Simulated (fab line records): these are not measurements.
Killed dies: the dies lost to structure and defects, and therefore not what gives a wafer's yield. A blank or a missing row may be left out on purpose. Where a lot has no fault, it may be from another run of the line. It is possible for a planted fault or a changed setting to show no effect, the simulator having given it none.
The tool behind it: which one? || flow berkeleyCmos170 || 42 wafers from 14 lots sampled at 5 of the route's 331 steps

WHAT THE GAUGES READ, wafer by wafer
UCB170_START_BOW_MEAS_00.
{"lot": "L772", "measured": "day 1 10:01", "on": "filmMetro-04", "INCOMING_BOW (um)": "-4 0 -1"}
{"lot": "L773", "measured": "day 1 15:00", "on": "filmMetro-03", "INCOMING_BOW (um)": "-12 6 -10"}
{"lot": "L776", "measured": "day 2 06:01", "on": "filmMetro-01", "INCOMING_BOW (um)": "-4 1 14"}
{"lot": "L777", "measured": "day 2 11:01", "on": "filmMetro-03", "INCOMING_BOW (um)": "-4 0 4"}
{"lot": "L778", "measured": "day 2 16:01", "on": "filmMetro-04", "INCOMING_BOW (um)": "5 5 2"}
{"lot": "L780", "measured": "day 3 02:05", "on": "filmMetro-04", "INCOMING_BOW (um)": "3 2 2"}
{"lot": "L781", "measured": "day 3 07:02", "on": "filmMetro-03", "INCOMING_BOW (um)": "2 -3 -5"}
{"lot": "L784", "measured": "day 3 22:01", "on": "filmMetro-04", "INCOMING_BOW (um)": "10 12 5"}
{"lot": "L789", "measured": "day 4 23:00", "on": "filmMetro-01", "INCOMING_BOW (um)": "-1 3 8"}
{"lot": "L791", "measured": "day 5 09:02", "on": "filmMetro-04", "INCOMING_BOW (um)": "-2 6 -6"}
{"lot": "L792", "measured": "day 5 14:02", "on": "filmMetro-04", "INCOMING_BOW (um)": "10 -5 6"}
{"lot": "L793", "measured": "day 5 19:00", "on": "filmMetro-03", "INCOMING_BOW (um)": "-3 -6 14"}
{"lot": "L794", "measured": "day 6 00:00", "on": "filmMetro-04", "INCOMING_BOW (um)": "-1 -14 0"}
{"lot": "L795", "measured": "day 6 05:00", "on": "filmMetro-03", "INCOMING_BOW (um)": "-4 -9 -2"}

UCB170_START_THK_MEAS_03.
{"lot": "L772", "measured": "day 1 15:16", "on": "filmMetro-04", "START_OXIDE_THK (nm)": "19.2 19.5 19.4"}
{"lot": "L773", "measured": "day 1 20:16", "on": "filmMetro-03", "START_OXIDE_THK (nm)": "19.3 19.9 19.7"}
{"lot": "L776", "measured": "day 2 11:54", "on": "filmMetro-01", "START_OXIDE_THK (nm)": "20.0 20.0 19.9"}
{"lot": "L777", "measured": "day 2 18:19", "on": "filmMetro-01", "START_OXIDE_THK (nm)": "19.7 19.6 19.5"}
{"lot": "L778", "measured": "day 2 18:18", "on": "filmMetro-03", "START_OXIDE_THK (nm)": "19.7 19.6 19.6"}
{"lot": "L780", "measured": "day 3 07:13", "on": "filmMetro-04", "START_OXIDE_THK (nm)": "20.5 20.5 20.3"}
{"lot": "L781", "measured": "day 3 14:23", "on": "filmMetro-01", "START_OXIDE_THK (nm)": "20.0 19.9 20.0"}
{"lot": "L784", "measured": "day 4 00:46", "on": "filmMetro-03", "START_OXIDE_THK (nm)": "20.8 20.6 20.5"}
{"lot": "L789", "measured": "day 5 06:23", "on": "filmMetro-03", "START_OXIDE_THK (nm)": "19.6 19.2 19.7"}
{"lot": "L791", "measured": "day 5 15:52", "on": "filmMetro-03", "START_OXIDE_THK (nm)": "19.9 19.8 20.1"}
{"lot": "L792", "measured": "day 5 15:52", "on": "filmMetro-01", "START_OXIDE_THK (nm)": "19.5 19.7 19.6"}
{"lot": "L793", "measured": "day 6 03:43", "on": "filmMetro-04", "START_OXIDE_THK (nm)": "19.9 20.0 20.1"}
{"lot": "L794", "measured": "day 6 03:43", "on": "filmMetro-03", "START_OXIDE_THK (nm)": "19.6 19.6 20.1"}
{"lot": "L795", "measured": "day 6 12:38", "on": "filmMetro-03", "START_OXIDE_THK (nm)": "20.4 20.7 20.2"}

UCB170_PWELL_OVL_MEAS_13.
{"lot": "L772", "measured": "day 3 10:49", "on": "overlay-01", "PWELL_OVL (nm)": "9 10 10"}
{"lot": "L773", "measured": "day 3 17:26", "on": "overlay-01", "PWELL_OVL (nm)": "5 0 3"}
{"lot": "L776", "measured": "day 4 06:51", "on": "overlay-01", "PWELL_OVL (nm)": "2 6 -2"}
{"lot": "L777", "measured": "day 4 13:47", "on": "overlay-02", "PWELL_OVL (nm)": "1 0 4"}
{"lot": "L778", "measured": "day 4 13:31", "on": "overlay-01", "PWELL_OVL (nm)": "11 3 3"}
{"lot": "L780", "measured": "day 5 02:47", "on": "overlay-01", "PWELL_OVL (nm)": "5 10 2"}
{"lot": "L781", "measured": "day 5 12:35", "on": "overlay-01", "PWELL_OVL (nm)": "-6 6 -8"}
{"lot": "L784", "measured": "day 5 20:03", "on": "overlay-01", "PWELL_OVL (nm)": "1 4 4"}
{"lot": "L789", "measured": "day 7 13:25", "on": "overlay-01", "PWELL_OVL (nm)": "-4 0 -1"}
{"lot": "L791", "measured": "day 7 18:51", "on": "overlay-02", "PWELL_OVL (nm)": "7 3 5"}
{"lot": "L792", "measured": "day 7 18:40", "on": "overlay-02", "PWELL_OVL (nm)": "14 7 2"}
{"lot": "L793", "measured": "day 7 18:34", "on": "overlay-01", "PWELL_OVL (nm)": "9 -1 6"}
{"lot": "L794", "measured": "day 7 18:55", "on": "overlay-01", "PWELL_OVL (nm)": "4 2 1"}
{"lot": "L795", "measured": "day 8 07:13", "on": "overlay-02", "PWELL_OVL (nm)": "11 13 9"}

UCB170_PFIELD_OVL_MEAS_06.
{"lot": "L772", "measured": "day 5 04:09", "on": "overlay-02", "PFIELD_OVL (nm)": "8 5 8"}
{"lot": "L773", "measured": "day 5 03:50", "on": "overlay-01", "PFIELD_OVL (nm)": "2 -2 1"}
{"lot": "L776", "measured": "day 5 18:37", "on": "overlay-01", "PFIELD_OVL (nm)": "0 -4 -4"}
{"lot": "L777", "measured": "day 6 05:08", "on": "overlay-01", "PFIELD_OVL (nm)": "-2 -5 -2"}
{"lot": "L778", "measured": "day 6 05:07", "on": "overlay-02", "PFIELD_OVL (nm)": "-4 -6 -5"}
{"lot": "L780", "measured": "day 6 21:56", "on": "overlay-02", "PFIELD_OVL (nm)": "- - -"}
{"lot": "L781", "measured": "day 7 04:14", "on": "overlay-01", "PFIELD_OVL (nm)": "- - -"}
{"lot": "L784", "measured": "day 7 06:49", "on": "overlay-01", "PFIELD_OVL (nm)": "-6 -5 -13"}
{"lot": "L789", "measured": "day 9 05:02", "on": "overlay-02", "PFIELD_OVL (nm)": "-3 -1 -1"}
{"lot": "L791", "measured": "day 9 10:46", "on": "overlay-02", "PFIELD_OVL (nm)": "-10 -2 1"}
{"lot": "L792", "measured": "day 9 05:07", "on": "overlay-02", "PFIELD_OVL (nm)": "-8 -4 -7"}
{"lot": "L793", "measured": "day 9 11:29", "on": "overlay-02", "PFIELD_OVL (nm)": "0 10 8"}
{"lot": "L794", "measured": "day 9 04:45", "on": "overlay-02", "PFIELD_OVL (nm)": "-2 -6 -1"}
{"lot": "L795", "measured": "day 9 17:13", "on": "overlay-02", "PFIELD_OVL (nm)": "-15 -13 -9"}

WHAT TOOL EACH LOT RAN ON (gives the tool, then ch and the chambers of the sampled wafers, and finally the start)
{"lot": "L772", "UCB170_PFIELD_COAT_01": "lithoTrack-02 ch 0, day 5 03:28"}
{"lot": "L773", "UCB170_PFIELD_COAT_01": "lithoTrack-03 ch 0, day 5 03:09"}
{"lot": "L776", "UCB170_PFIELD_COAT_01": "lithoTrack-01 ch 0, day 5 17:57"}
{"lot": "L777", "UCB170_PFIELD_COAT_01": "lithoTrack-03 ch 0, day 6 04:08"}
{"lot": "L778", "UCB170_PFIELD_COAT_01": "lithoTrack-01 ch 0, day 6 04:06"}
{"lot": "L780", "UCB170_PFIELD_COAT_01": "lithoTrack-03, day 6 20:52"}
{"lot": "L781", "UCB170_PFIELD_COAT_01": "lithoTrack-02, day 7 03:34"}
{"lot": "L784", "UCB170_PFIELD_COAT_01": "lithoTrack-02 ch 0, day 7 06:09"}
{"lot": "L789", "UCB170_PFIELD_COAT_01": "lithoTrack-03 ch 0, day 9 03:48"}
{"lot": "L791", "UCB170_PFIELD_COAT_01": "lithoTrack-01 ch 0, day 9 09:49"}
{"lot": "L792", "UCB170_PFIELD_COAT_01": "lithoTrack-02 ch 0, day 9 03:57"}
{"lot": "L793", "UCB170_PFIELD_COAT_01": "lithoTrack-03 ch 0, day 9 09:56"}
{"lot": "L794", "UCB170_PFIELD_COAT_01": "lithoTrack-02 ch 0, day 9 03:27"}
{"lot": "L795", "UCB170_PFIELD_COAT_01": "lithoTrack-01 ch 0, day 9 16:29"}
- UCB170_PFIELD_COAT_01: resist thk 900 nm.

AS READ BY THE TOOLS THEMSELVES (means over the sampled wafers that have a number; for cases with no such wafer, the mark the record gives instead)
UCB170_PFIELD_COAT_01.
{"lot": "L772", "tool": "lithoTrack-02", "chillPlateTempC (C)": 22.99, "dispensePressureKPa (kPa)": 49.5}
{"lot": "L773", "tool": "lithoTrack-03", "chillPlateTempC (C)": 23.00, "dispensePressureKPa (kPa)": 47.1}
{"lot": "L776", "tool": "lithoTrack-01", "chillPlateTempC (C)": 23.00, "dispensePressureKPa (kPa)": 53.3}
{"lot": "L777", "tool": "lithoTrack-03", "chillPlateTempC (C)": 22.94, "dispensePressureKPa (kPa)": 47.1}
{"lot": "L778", "tool": "lithoTrack-01", "chillPlateTempC (C)": 22.92, "dispensePressureKPa (kPa)": 53.3}
{"lot": "L780", "tool": "lithoTrack-03", "chillPlateTempC (C)": "-", "dispensePressureKPa (kPa)": "-"}
{"lot": "L781", "tool": "lithoTrack-02", "chillPlateTempC (C)": "-", "dispensePressureKPa (kPa)": "-"}
{"lot": "L784", "tool": "lithoTrack-02", "chillPlateTempC (C)": 22.92, "dispensePressureKPa (kPa)": 49.5}
{"lot": "L789", "tool": "lithoTrack-03", "chillPlateTempC (C)": 23.02, "dispensePressureKPa (kPa)": 47.1}
{"lot": "L791", "tool": "lithoTrack-01", "chillPlateTempC (C)": 22.92, "dispensePressureKPa (kPa)": 53.3}
{"lot": "L792", "tool": "lithoTrack-02", "chillPlateTempC (C)": 23.01, "dispensePressureKPa (kPa)": 49.5}
{"lot": "L793", "tool": "lithoTrack-03", "chillPlateTempC (C)": 23.01, "dispensePressureKPa (kPa)": 47.1}
{"lot": "L794", "tool": "lithoTrack-02", "chillPlateTempC (C)": 23.02, "dispensePressureKPa (kPa)": 49.5}
{"lot": "L795", "tool": "lithoTrack-01", "chillPlateTempC (C)": 23.00, "dispensePressureKPa (kPa)": 53.2}

THE ANSWER, worked out from the rows above alone
Rule: usual is defined by the lots themselves. The widest of any qualifying gaps counts: lots, ordered by their means at a reading, are off when they make up no more than a third of the lots, leave a main group of 4 or more, and stand apart from it by 3 or more times the standard deviation of that group's means. If all means in a main group match to the digits the tables above print for the reading, that group is not used. Also off: a lot with no number at a reading for which 4 or more lots have one. The other lots that the step has rows for count as sound. After the gauges, taken in route order, come the tools' own readings; for these a lot's mean is taken, as printed above. At the first step where some lot is off, the reading lying furthest off is the one used; lots without a number count as furthest.
Off: L780, L781, seen at UCB170_PFIELD_OVL_MEAS_06 (PFIELD_OVL). Without a number there: L780, L781. Mean -3 nm and standard deviation 5.2 in the main group.
A tool fits if, at a process step before that reading, it ran every lot that is off, and no sound lot after the first of them. Not tried: the gauges at UCB170_PFIELD_OVL_MEAS_06; whatever is off there is also off at UCB170_PFIELD_COAT_01, on other tools, and gauge error can't account for it. Not one of the candidates tried fits.

WHAT THE SIMULATOR PUT IN
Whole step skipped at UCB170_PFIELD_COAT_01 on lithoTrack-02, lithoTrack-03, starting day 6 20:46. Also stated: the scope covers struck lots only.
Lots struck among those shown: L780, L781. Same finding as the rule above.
